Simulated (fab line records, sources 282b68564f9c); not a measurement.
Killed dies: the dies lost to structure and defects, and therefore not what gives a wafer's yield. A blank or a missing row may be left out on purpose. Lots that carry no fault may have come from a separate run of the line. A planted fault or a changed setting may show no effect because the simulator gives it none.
Lot-split experiment | flow rit-cmos | 5 lots, 23 wafers read, on a route of 202 steps

## ON THE SPLIT
At RIT_PWELL_COAT_01 (resist thk 1300 nm), the setting resist-thk-nm was moved away from the recipe's 1300 nm on 10 of the 23 wafers read, by -5.7% to +4.2%. All remaining wafers had this setting at the recipe value.

## FROM THE SPLIT TO THE READING: what the file shows between them, 3 steps
- RIT_PWELL_SOFTBAKE_02: time 60 s
- RIT_PWELL_EXPOSE_03: exposes mask M3, target cd 43700 nm
- RIT_PWELL_DEVELOP_05: develop time 68 s

## THE READING
NOVOLAK_of_PWELL_COAT_01.thk-nm (the simulator's own value, which no gauge read), in nm, at RIT_PWELL_HARDBAKE_07 (time 120 s). The file does not state a usual value for it. Across the 13 wafers here that went through the recipe, the average is 1136 nm and the standard deviation 4.4 nm.

wafer  | tool, chamber at the split | resist-thk-nm as run, nm | against the recipe | NOVOLAK_of_PWELL_COAT_01.thk-nm, nm | against lot-mates on the recipe
L074.1 | litho-track-02, 0          | 1226                     | -5.7%              | 1068                                | -68
L074.5 | litho-track-02, 0          | 1226                     | -5.7%              | 1068                                | -68
L074.2 | litho-track-02, 0          | 1300                     | recipe             | 1137                                | -
L074.3 | litho-track-02, 0          | 1300                     | recipe             | 1134                                | -
L074.4 | litho-track-02, 0          | 1226                     | -5.7%              | 1069                                | -66
L075.1 | litho-track-03, 0          | 1300                     | recipe             | 1138                                | -
L075.2 | litho-track-03, 0          | 1300                     | recipe             | 1140                                | -
L075.3 | litho-track-03, 0          | 1258                     | -3.2%              | 1102                                | -39
L075.4 | litho-track-03, 0          | 1300                     | recipe             | 1144                                | -
L075.5 | litho-track-03, 0          | 1258                     | -3.2%              | 1104                                | -37
L078.1 | litho-track-02, 0          | 1300                     | recipe             | 1138                                | -
L078.4 | litho-track-02, 0          | 1300                     | recipe             | 1139                                | -
L078.6 | litho-track-02, 0          | 1300                     | recipe             | 1139                                | -
L083.1 | litho-track-02, 0          | 1248                     | -4.0%              | 1092                                | -45
L083.3 | litho-track-02, 0          | 1248                     | -4.0%              | 1090                                | -47
L083.4 | litho-track-02, 0          | 1248                     | -4.0%              | 1090                                | -47
L083.5 | litho-track-02, 0          | 1300                     | recipe             | 1138                                | -
L083.6 | litho-track-02, 0          | 1300                     | recipe             | 1136                                | -
L085.1 | litho-track-03, 0          | 1355                     | +4.2%              | 1177                                | +48
L085.6 | litho-track-03, 0          | 1355                     | +4.2%              | 1177                                | +48
L085.2 | litho-track-03, 0          | 1300                     | recipe             | 1129                                | -
L085.4 | litho-track-03, 0          | 1300                     | recipe             | 1129                                | -
L085.5 | litho-track-03, 0          | 1300                     | recipe             | 1130                                | -

FIT RESULTS
A straight line over all 23 wafers: NOVOLAK_of_PWELL_COAT_01.thk-nm changes by +11.1 nm for each +1% of resist-thk-nm; r = +0.99; the points scatter about the line by 4.3 nm.
The same after taking each lot's own level away (the mean of its wafers on the recipe; 23 wafers): +11.6 nm for each +1%; r = +1.00; scatter 1.3 nm.
On that fit, the largest move of resist-thk-nm shifts the reading by 66 nm.
Measured against the standard deviation above, the lots' own levels, which go from 1129.3 to 1140.7 nm, span 2.6 times it.
So the lot-to-lot level changes the slope little: the two slopes agree.
Check: with one of the wafers moved furthest among these (-5.7%) left out of the fit, the line predicts -66.1 nm for it against its lot-mates. Against them it came out at -67.5 nm.

## OTHER SPLITS ON THESE WAFERS
These wafers also went through other splits before the reading. Each is held against what the fit with the lots' levels taken away leaves over:
other split on the same wafers      | wafers away from the commonest value | r with NOVOLAK_of_PWELL_COAT_01.thk-nm (lot level and that fit taken away)
RIT_ACTIVE_COAT_06 resist-thk-nm    | 11                                   | -0.14
RIT_ACTIVE_STRIP_14 pressure-mtorr  | 15                                   | -0.01
RIT_FOX1_OXIDATION_00 temp-c        | 15                                   | +0.20
RIT_NWELL_COAT_01 spin-rpm          | 10                                   | +0.35
RIT_NWELL_DEVELOP_05 develop-time-s | 8                                    | -0.02

## THE WHOLE CHAIN: every reading that the file lists as answering this split, in the file's order
step                  | what it does       | reading                                                                          | change (the file's fit)              | r (the file's)
RIT_PWELL_COAT_01     | resist thk 1300 nm | NOVOLAK_of_PWELL_COAT_01.thk-nm (the simulator's own value, which no gauge read) | +13.4 nm for each +1% of the setting | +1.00
RIT_PWELL_HARDBAKE_07 | time 120 s         | NOVOLAK_of_PWELL_COAT_01.thk-nm (the simulator's own value, which no gauge read) | +11.6 nm for each +1% of the setting | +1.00

## FILE'S OWN FIT
NOVOLAK_of_PWELL_COAT_01.thk-nm changes by +11.6 nm for each +1% of resist-thk-nm, r = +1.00.
